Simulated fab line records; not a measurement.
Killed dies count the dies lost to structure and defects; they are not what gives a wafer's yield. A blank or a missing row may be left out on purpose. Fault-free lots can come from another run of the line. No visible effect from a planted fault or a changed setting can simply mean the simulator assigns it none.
What tool caused it? ; flow rit_cmos ; 14 lots, 42 wafers sampled, at 2 steps of a route of 202

WHAT THE GAUGES SHOWED, per wafer
RIT_NRETRO_TW_MEAS_10.
lot;measured;on;NRETRO_TW
L122;day 2 06:07;film_metro-02;1064 1066 1058
L123;day 2 11:40;film_metro-03;1056 1059 1056
L124;day 2 17:40;film_metro-03;1055 1054 1060
L126;day 3 02:04;film_metro-02;1064 1063 1065
L128;day 3 12:11;film_metro-02;1065 1064 1061
L130;day 3 23:50;film_metro-03;1056 1063 1062
L133;day 4 14:32;film_metro-04;1091 1091 1095
L135;day 5 00:34;film_metro-03;1092 1088 1095
L138;day 5 17:47;film_metro-03;1072 1061 1070
L141;day 6 06:53;film_metro-04;1065 1066 1073
L142;day 6 12:37;film_metro-04;1070 1071 1068
L143;day 6 16:30;film_metro-02;1069 1066 1067
L144;day 6 19:59;film_metro-04;1074 1068 1071
L145;day 7 01:40;film_metro-02;1072 1069 1071

EACH LOT AND THE TOOL THAT RAN IT (in order: tool; ch and the chambers of the sampled wafers; start)
lot;RIT_NRETRO_IMPLANT_08
L122;implanter-02 ch 0, day 2 05:47
L123;implanter-01 ch 0, day 2 11:22
L124;implanter-02 ch 0, day 2 17:20
L126;implanter-04 ch 0, day 3 01:46
L128;implanter-01 ch 0, day 3 11:53
L130;implanter-01 ch 0, day 3 23:31
L133;implanter-04 ch 0, day 4 14:13
L135;implanter-04 ch 0, day 5 00:15
L138;implanter-01 ch 0, day 5 17:27
L141;implanter-01 ch 0, day 6 06:34
L142;implanter-01 ch 0, day 6 12:17
L143;implanter-01 ch 0, day 6 16:13
L144;implanter-02 ch 0, day 6 19:41
L145;implanter-02 ch 0, day 7 01:20
- RIT_NRETRO_IMPLANT_08

WHAT THE TOOLS THEMSELVES READ (means of the sampled wafers that have a number; where no wafer has one, the mark that the record gives instead)
RIT_NRETRO_IMPLANT_08.
lot;tool;beam_energy_keV
L122;implanter-02;70.013
L123;implanter-01;70.003
L124;implanter-02;70.005
L126;implanter-04;70.011
L128;implanter-01;70.004
L130;implanter-01;70.028
L133;implanter-04;76.251
L135;implanter-04;76.249
L138;implanter-01;70.015
L141;implanter-01;69.963
L142;implanter-01;70.002
L143;implanter-01;70.012
L144;implanter-02;70.042
L145;implanter-02;69.962

THE ANSWER, worked out from the rows above alone
Rule: the lots themselves supply what counts as usual. Put in order of their means at a reading, lots are off if they are a third of the lots or fewer, leave a main group of 4 or more, and stand apart from it by a gap of 3 or more times the standard deviation of the main group's means; of several such gaps the widest counts. If all means in a main group match to the digits the tables above print for the reading, that group is not used. A lot without any number at a reading at which 4 lots or more have one is off too. The other lots that the step has rows for count as sound. After the gauges, taken in route order, come the tools' own readings; for these a lot's mean is taken, as printed above. At the first step where some lot is off, the reading lying furthest off is the one used; lots without a number count as furthest.
Off: L133, L135, at RIT_NRETRO_TW_MEAS_10 (NRETRO_TW). The main group: mean 1065, standard deviation 4.8.
If a tool, at a process step before that reading, ran all the lots that are off and no sound lot after the first of them, it fits. Not tried: the gauges at RIT_NRETRO_TW_MEAS_10; whatever is off there is also off at RIT_NRETRO_IMPLANT_08, on other tools, and gauge error can't account for it. One candidate fits, namely implanter-04 at RIT_NRETRO_IMPLANT_08. Its last sound lot is L126 (day 3 01:46), its first lot that is off L133 (day 4 14:13): a fault that began between those two fits.
On the lots that are off, the tool's own readings at RIT_NRETRO_IMPLANT_08 differ by more than 5 times the standard deviation of the sound lots' means, which bears it out; beam_energy_keV reads 76.250 there versus 70.005 on the sound lots.

WHAT THE SIMULATOR PUT IN
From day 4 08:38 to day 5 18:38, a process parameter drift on implanter-04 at RIT_NRETRO_IMPLANT_08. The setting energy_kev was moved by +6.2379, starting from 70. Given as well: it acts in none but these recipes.
Struck lots among those shown: L133, L135. The same result came from the rule above.
